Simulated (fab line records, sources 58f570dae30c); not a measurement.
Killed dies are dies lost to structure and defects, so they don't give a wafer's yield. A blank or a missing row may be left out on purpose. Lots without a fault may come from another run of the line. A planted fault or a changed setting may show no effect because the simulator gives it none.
Split-lot experiment | flow berkeley_cmos170 | 5 lots, 27 wafers read, on a route of 331 steps

THE SPLIT
At UCB170_V2_ETCH_14 (etches SiO2 in CHF3/CF4/Ar, stops on Al, target depth 1250 nm, time 291 s), the setting time_s was moved away from the recipe's 291 s on 9 of the 27 wafers read, by -55.8% to +50.4%. The other wafers ran this setting at the recipe's value.

FROM THE SPLIT TO THE READING: what the file shows between them, 1 step
- UCB170_V2_STRIP_15: strips in O2

THE READING
cd_nm, in nm, at UCB170_V2_CD_MEAS_90 (target cd 700 nm). Fault-free wafers of this fab line usually give 700.3 nm, standard deviation 1.6 nm.

wafer  | tool, chamber at the split | time_s as run, s | against the recipe | cd_nm, nm | against lot-mates on the recipe
L079.1 | rie_diel-03, 0             | 291              | recipe             | 697.7     | -
L079.2 | rie_diel-03, 1             | 175.8            | -39.6%             | 694.9     | -3.7
L079.3 | rie_diel-03, 3             | 291              | recipe             | 698.0     | -
L079.4 | rie_diel-03, 2             | 175.8            | -39.6%             | 696.1     | -2.5
L079.5 | rie_diel-03, 1             | 175.8            | -39.6%             | 694.8     | -3.8
L079.6 | rie_diel-03, 0             | 291              | recipe             | 700.0     | -
L082.3 | rie_diel-01, 1             | 291              | recipe             | 698.6     | -
L082.4 | rie_diel-01, 2             | 291              | recipe             | 697.7     | -
L082.5 | rie_diel-01, 2             | 291              | recipe             | 697.8     | -
L080.1 | rie_diel-01, 1             | 291              | recipe             | 700.5     | -
L080.2 | rie_diel-01, 3             | 437.6            | +50.4%             | 706.6     | +5.5
L080.3 | rie_diel-01, 0             | 291              | recipe             | 702.0     | -
L080.4 | rie_diel-01, 2             | 291              | recipe             | 700.7     | -
L080.5 | rie_diel-01, 0             | 437.6            | +50.4%             | 705.5     | +4.4
L080.6 | rie_diel-01, 3             | 437.6            | +50.4%             | 707.5     | +6.4
L083.1 | rie_diel-02, 0             | 128.7            | -55.8%             | 695.0     | -5.4
L083.2 | rie_diel-02, 1             | 291              | recipe             | 699.3     | -
L083.3 | rie_diel-02, 3             | 291              | recipe             | 700.3     | -
L083.4 | rie_diel-02, 2             | 128.7            | -55.8%             | 694.8     | -5.6
L083.5 | rie_diel-02, 0             | 291              | recipe             | 701.5     | -
L083.6 | rie_diel-02, 3             | 128.7            | -55.8%             | 695.1     | -5.3
L084.1 | rie_diel-01, 3             | 291              | recipe             | 701.9     | -
L084.2 | rie_diel-01, 1             | 291              | recipe             | 700.9     | -
L084.3 | rie_diel-01, 0             | 291              | recipe             | 702.5     | -
L084.4 | rie_diel-01, 2             | 291              | recipe             | 700.7     | -
L084.5 | rie_diel-01, 0             | 291              | recipe             | 703.0     | -
L084.6 | rie_diel-01, 1             | 291              | recipe             | 701.8     | -

THE FIT
A straight line over all 27 wafers: cd_nm changes by +0.113 nm for each +1% of time_s; r = +0.91; the points scatter about the line by 1.5 nm.
The same after taking each lot's own level away (the mean of its wafers on the recipe; 27 wafers): +0.0988 nm for each +1%; r = +0.96; scatter 0.8 nm.
On that fit, the largest move of time_s shifts the reading by 5.5 nm.
The lots' own levels span 698.03 to 701.80 nm, that is 2.4 times the standard deviation above.
So the lot-to-lot level changes the slope: the two fits differ.
Check: with one of the wafers moved furthest among these (-55.8%) left out of the fit, the line predicts -5.38 nm for it against its lot-mates. It came out at -5.37 nm against them.

OTHER SPLITS ON THESE WAFERS
These wafers also went through other splits before the reading. Each is held against what the fit with the lots' levels taken away leaves over:
other split on the same wafers        | wafers away from the commonest value | r with cd_nm (lot level and that fit taken away)
UCB170_PWELL_CVD_05 time_s            | 18                                   | -0.12
UCB170_SPACER_CVD_00 time_s           | 9                                    | +0.03
UCB170_CONTACT_ETCH_18 target_depth_a | 12                                   | +0.01
UCB170_V1_CVD_00 time_s               | 9                                    | +0.03

THE WHOLE CHAIN: every reading that the file lists as answering this split, in the file's order
step                 | what it does                                                              | reading                                                                   | change (the file's fit)                                                             | r (the file's)
UCB170_V2_ETCH_14    | etches SiO2 in CHF3/CF4/Ar, stops on Al, target depth 1250 nm, time 291 s | etch.depth_nm (the simulator's own value, which no gauge read)            | not straight: 554.3 at the lowest setting, 1000 at the recipe, 999.3 at the highest | not given
UCB170_V2_ETCH_14    | etches SiO2 in CHF3/CF4/Ar, stops on Al, target depth 1250 nm, time 291 s | V2.feature_depth_nm (the simulator's own value, which no gauge read)      | not straight: 554.3 at the lowest setting, 1000 at the recipe, 1014 at the highest  | not given
UCB170_V2_ETCH_14    | etches SiO2 in CHF3/CF4/Ar, stops on Al, target depth 1250 nm, time 291 s | KrF_of_V2_COAT_07.thk_nm (the simulator's own value, which no gauge read) | -2.71 nm for each +1% of the setting                                                | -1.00
UCB170_V2_STRIP_15   | strips in O2                                                              | strip_time_to_endpoint_s                                                  | withheld for each +1% of the setting                                                | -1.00
UCB170_V2_CD_MEAS_90 | target cd 700 nm                                                          | cd_nm                                                                     | +0.098 nm for each +1% of the setting                                               | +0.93

THE FILE'S OWN FIT
cd_nm changes by +0.098 nm for each +1% of time_s, r = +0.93.
